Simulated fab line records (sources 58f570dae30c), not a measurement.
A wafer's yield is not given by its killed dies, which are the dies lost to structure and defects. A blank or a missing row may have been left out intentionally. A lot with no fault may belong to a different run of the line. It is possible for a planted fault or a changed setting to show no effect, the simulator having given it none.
Commonality check across tools ; flow berkeley cmos170 ; 13 lots, 39 wafers sampled

== REASON FOR OPENING ==
Of 13 lots, 1 have the reading NLDD_TW flagged at UCB170_NLDD_TW_MEAS_11. Wafers without a fault read 2210, standard deviation 26.
Rule: a lot gets a flag if all its wafers with a number sit over 4 standard deviations from that mean, or if no wafer of it has a number. The other lots count as sound.

lot;measured;on;NLDD_TW, wafer by wafer;flag
L635;day 7 10:25;film metro-03;2177 2182 2182;
L636;day 7 19:13;film metro-01;2215 2207 2197;
L638;day 7 19:30;film metro-03;2172 2179 2187;
L637;day 7 19:44;film metro-03;2191 2183 2183;
L640;day 8 03:20;film metro-03;30 30 30;FLAGGED
L650;day 10 05:02;film metro-02;2251 2243 2241;
L649;day 10 05:17;film metro-03;2183 2177 2174;
L653;day 10 19:51;film metro-03;2185 2184 2191;
L651;day 10 20:05;film metro-01;2212 2213 2204;
L654;day 11 03:40;film metro-02;2264 2242 2265;
L655;day 11 04:02;film metro-02;2257 2241 2264;
L652;day 11 04:47;film metro-01;2217 2200 2215;
L656;day 12 08:56;film metro-02;2232 2245 2232;
On average the flagged lots' numbers are 30, which is -2180 against the usual, or -84 standard deviations.

== EACH LOT AND THE TOOL IT RAN ON ==
2 process steps preceding the reading are held in the record, out of 331 steps in the route. Read each cell as the tool, then ch plus the chambers that the sampled wafers visited, then the start.
lot;flag;UCB170_GATE_ETCH_14;UCB170_NLDD_EXPOSE_03
L635;;rie diel-02 ch 1,2,3, day 7 05:56;krf scanner-01 ch 0, day 7 09:25
L636;;rie diel-01 ch 0,1,2, day 7 15:02;krf scanner-01 ch 0, day 7 18:17
L638;;rie diel-04 ch 0,2,3, day 7 15:05;krf scanner-02 ch 0, day 7 18:34
L637;;rie diel-02 ch 0,1,2, day 7 15:18;krf scanner-01 ch 0, day 7 18:47
L640;FLAGGED;rie diel-04 ch 0,3, day 7 23:08;krf scanner-02 ch 0, day 8 02:14
L650;;rie diel-04 ch 1,2,3, day 10 00:41;krf scanner-02 ch 0, day 10 04:07
L649;;rie diel-02 ch 0,1,3, day 10 00:48;krf scanner-01 ch 0, day 10 04:20
L653;;rie diel-02 ch 1,3, day 10 13:51;krf scanner-01 ch 0, day 10 18:55
L651;;rie diel-01 ch 1,3, day 10 14:21;krf scanner-02 ch 0, day 10 19:08
L654;;rie diel-04 ch 2,3, day 11 00:03;krf scanner-02 ch 0, day 11 02:45
L655;;rie diel-02 ch 0,1,3, day 11 00:19;krf scanner-02 ch 0, day 11 03:05
L652;;rie diel-02 ch 1,2, day 11 00:24;krf scanner-01 ch 0, day 11 03:28
L656;;rie diel-02 ch 1,2,3, day 12 04:12;krf scanner-02 ch 0, day 12 07:20
What is done by these steps:
- UCB170_GATE_ETCH_14: etches BARC in N2/H2.
- UCB170_NLDD_EXPOSE_03: exposes mask NSELECT, target cd 1200 nm.
- UCB170_NLDD_TW_MEAS_11

== FLAGGED OVER TOTAL, TOOL BY TOOL (the gauges that took the reading come last) ==
step;tool;lots run;flagged;share of the flagged lots;sound lots run after its first flagged lot
UCB170_GATE_ETCH_14;rie diel-01;2;0;none;-
UCB170_GATE_ETCH_14;rie diel-02;7;0;none;-
UCB170_GATE_ETCH_14;rie diel-04;4;1;all;2 (L650,L654)
UCB170_NLDD_EXPOSE_03;krf scanner-01;6;0;none;-
UCB170_NLDD_EXPOSE_03;krf scanner-02;7;1;all;5 (L650,L651,L654,L655,L656)
UCB170_NLDD_TW_MEAS_11;film metro-01;3;0;none;-
UCB170_NLDD_TW_MEAS_11;film metro-02;4;0;none;-
UCB170_NLDD_TW_MEAS_11;film metro-03;6;1;all;2 (L649,L653)

== THE TABLE: WHAT IT ALLOWS ==
3 rows of the table ran every flagged lot: rie diel-04 at UCB170_GATE_ETCH_14, krf scanner-02 at UCB170_NLDD_EXPOSE_03, film metro-03 at UCB170_NLDD_TW_MEAS_11.
- rie diel-04 at UCB170_GATE_ETCH_14: 1 of its 4 lots flagged. Sound lots followed the first flagged one (L650, L654) on it, something a lasting fault affecting the whole tool could not allow.
- krf scanner-02 at UCB170_NLDD_EXPOSE_03: 1 of its 7 lots flagged. Sound lots followed the first flagged one (L650, L651, L654, L655, L656) on it, something a lasting fault affecting the whole tool could not allow.
- film metro-03 at UCB170_NLDD_TW_MEAS_11: 1 of its 6 lots flagged. Sound lots followed the first flagged one (L649, L653) on it, something a lasting fault affecting the whole tool could not allow.
None of the table's rows ran every flagged lot and, after the first, no sound lot.

== WHAT THE SIMULATOR HAD PUT IN ==
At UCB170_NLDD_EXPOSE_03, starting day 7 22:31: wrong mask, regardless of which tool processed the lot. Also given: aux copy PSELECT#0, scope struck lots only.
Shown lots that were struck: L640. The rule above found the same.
